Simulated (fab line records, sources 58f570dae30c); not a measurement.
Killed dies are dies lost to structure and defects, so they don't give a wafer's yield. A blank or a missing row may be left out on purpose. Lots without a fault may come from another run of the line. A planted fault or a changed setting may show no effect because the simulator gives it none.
Which tool did it? | flow berkeley_cmos170 | 15 lots, 45 wafers sampled, at 1 step of a route of 331

WHAT THE GAUGES READ, wafer by wafer
The record holds no reading of a measuring or inspecting step that can be judged against a usual standard deviation.

WHICH TOOL RAN EACH LOT (tool, then ch and the chambers of the sampled wafers, then the start)
lot  | UCB170_NWELL_PEB_10
L216 | litho_track-04 ch 0, day 2 09:14
L217 | litho_track-03 ch 0, day 2 15:59
L218 | litho_track-04 ch 0, day 2 16:12
L220 | litho_track-01, day 3 07:17
L221 | litho_track-03, day 3 07:33
L222 | litho_track-03, day 3 18:59
L223 | litho_track-01 ch 0, day 3 19:13
L224 | litho_track-01 ch 0, day 4 03:16
L227 | litho_track-03 ch 0, day 4 20:02
L230 | litho_track-04 ch 0, day 5 14:22
L232 | litho_track-03 ch 0, day 5 14:38
L231 | litho_track-01 ch 0, day 5 14:42
L235 | litho_track-03 ch 0, day 6 02:46
L238 | litho_track-03 ch 0, day 6 22:54
L237 | litho_track-04 ch 0, day 6 22:59
- UCB170_NWELL_PEB_10

WHAT THE TOOLS THEMSELVES READ (means of the sampled wafers that have a number; where no wafer has one, the mark that the record gives instead)
UCB170_NWELL_PEB_10. Usual: chill_plate_temp_C 23.00 C, standard deviation 0.1; exhaust_pa 44.9 Pa, standard deviation 0.92; heater_power_total_W 56.80 W, standard deviation 0.044.
lot  | tool           | chill_plate_temp_C (C) | exhaust_pa (Pa) | heater_power_total_W (W) | flag
L216 | litho_track-04 | 22.98                  | 44.6            | 56.80                    |
L217 | litho_track-03 | 23.05                  | 45.1            | 56.80                    |
L218 | litho_track-04 | 23.02                  | 45.1            | 56.80                    |
L220 | litho_track-01 | -                      | -               | -                        | OFF
L221 | litho_track-03 | -                      | -               | -                        | OFF
L222 | litho_track-03 | -                      | -               | -                        | OFF
L223 | litho_track-01 | 22.94                  | 44.4            | 56.76                    |
L224 | litho_track-01 | 22.99                  | 43.9            | 56.78                    |
L227 | litho_track-03 | 23.00                  | 45.5            | 56.78                    |
L230 | litho_track-04 | 22.96                  | 45.2            | 56.80                    |
L232 | litho_track-03 | 22.94                  | 45.4            | 56.78                    |
L231 | litho_track-01 | 23.00                  | 45.8            | 56.80                    |
L235 | litho_track-03 | 23.16                  | 43.3            | 56.77                    |
L238 | litho_track-03 | 22.99                  | 44.7            | 56.79                    |
L237 | litho_track-04 | 22.92                  | 45.0            | 56.78                    |

THE ANSWER, worked out from the rows above alone
Rule: a lot is off if the mean of its wafers that have a number lies more than 3 standard deviations from the usual mean. A lot without any number at a reading at which 4 lots or more have one is off too. The other lots that the step has rows for count as sound. The gauges are gone through in route order, then the tools' own readings, and for those a lot's mean is taken as printed above. The first step at which some lot is off is used, and at that step the reading that is off furthest; a lot without a number counts as furthest.
Off: L220, L221, L222, at UCB170_NWELL_PEB_10 (chill_plate_temp_C). Without a number there: L220, L221, L222.
A tool fits if, at that step or a process step before it, it ran every lot that is off, and no sound lot after the first of them. None of those tried fits.

WHAT THE SIMULATOR HAD PUT IN
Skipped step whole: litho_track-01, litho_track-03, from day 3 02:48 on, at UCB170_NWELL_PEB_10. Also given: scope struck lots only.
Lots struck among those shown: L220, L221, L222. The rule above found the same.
